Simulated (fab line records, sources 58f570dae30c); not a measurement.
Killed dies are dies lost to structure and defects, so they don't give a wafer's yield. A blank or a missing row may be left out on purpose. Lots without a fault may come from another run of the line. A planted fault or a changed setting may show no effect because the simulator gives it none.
Which tool did it? | flow berkeley_cmos170 | 14 lots, 42 wafers sampled, at 1 step of a route of 331

WHAT THE GAUGES READ, wafer by wafer
The record holds no reading of a measuring or inspecting step that can be judged against a usual standard deviation.

WHICH TOOL RAN EACH LOT (tool, then ch and the chambers of the sampled wafers, then the start)
lot  | UCB170_ACTIVE_EXPOSE_10
L551 | krf_scanner-01 ch 0, day 4 10:50
L553 | krf_scanner-02 ch 0, day 4 21:32
L556 | krf_scanner-01 ch 0, day 5 03:50
L558 | krf_scanner-02, day 5 13:34
L560 | krf_scanner-01, day 6 00:20
L561 | krf_scanner-01 ch 0, day 6 06:24
L563 | krf_scanner-02 ch 0, day 7 01:07
L564 | krf_scanner-02 ch 0, day 7 01:17
L566 | krf_scanner-01 ch 0, day 7 09:13
L567 | krf_scanner-02 ch 0, day 7 09:26
L569 | krf_scanner-01 ch 0, day 8 05:33
L571 | krf_scanner-01 ch 0, day 8 11:26
L573 | krf_scanner-02 ch 0, day 8 15:19
L572 | krf_scanner-01 ch 0, day 8 15:36
- UCB170_ACTIVE_EXPOSE_10: exposes mask ACTIVE, target cd 1200 nm.

WHAT THE TOOLS THEMSELVES READ (means of the sampled wafers that have a number; where no wafer has one, the mark that the record gives instead)
UCB170_ACTIVE_EXPOSE_10.
lot  | tool           | exposure_dose_mJ_cm2 | focus_offset_nm (nm)
L551 | krf_scanner-01 | 19.952               | 0.4
L553 | krf_scanner-02 | 19.957               | 0.1
L556 | krf_scanner-01 | 19.996               | -0.4
L558 | krf_scanner-02 | -                    | -
L560 | krf_scanner-01 | -                    | -
L561 | krf_scanner-01 | 19.966               | 0.0
L563 | krf_scanner-02 | 19.977               | -0.5
L564 | krf_scanner-02 | 19.958               | 0.2
L566 | krf_scanner-01 | 19.961               | -0.6
L567 | krf_scanner-02 | 19.944               | 0.4
L569 | krf_scanner-01 | 19.985               | -0.6
L571 | krf_scanner-01 | 19.974               | 0.2
L573 | krf_scanner-02 | 19.970               | 0.5
L572 | krf_scanner-01 | 19.959               | -0.2

THE ANSWER, worked out from the rows above alone
Rule: what is usual is taken from the lots themselves. Put in order of their means at a reading, lots are off if they are a third of the lots or fewer, leave a main group of 4 or more, and stand apart from it by a gap of 3 or more times the standard deviation of the main group's means; of several such gaps the widest counts. A main group whose means are all the same, to the digits that the tables above print for the reading, isn't used. A lot without any number at a reading at which 4 lots or more have one is off too. The other lots that the step has rows for count as sound. The gauges are gone through in route order, then the tools' own readings, and for those a lot's mean is taken as printed above. The first step at which some lot is off is used, and at that step the reading that is off furthest; a lot without a number counts as furthest.
Off: L558, L560, at UCB170_ACTIVE_EXPOSE_10 (exposure_dose_mJ_cm2). Without a number there: L558, L560. The main group: mean 19.967, standard deviation 0.014.
A tool fits if, at that step or a process step before it, it ran every lot that is off, and no sound lot after the first of them. None of those tried fits.

WHAT THE SIMULATOR HAD PUT IN
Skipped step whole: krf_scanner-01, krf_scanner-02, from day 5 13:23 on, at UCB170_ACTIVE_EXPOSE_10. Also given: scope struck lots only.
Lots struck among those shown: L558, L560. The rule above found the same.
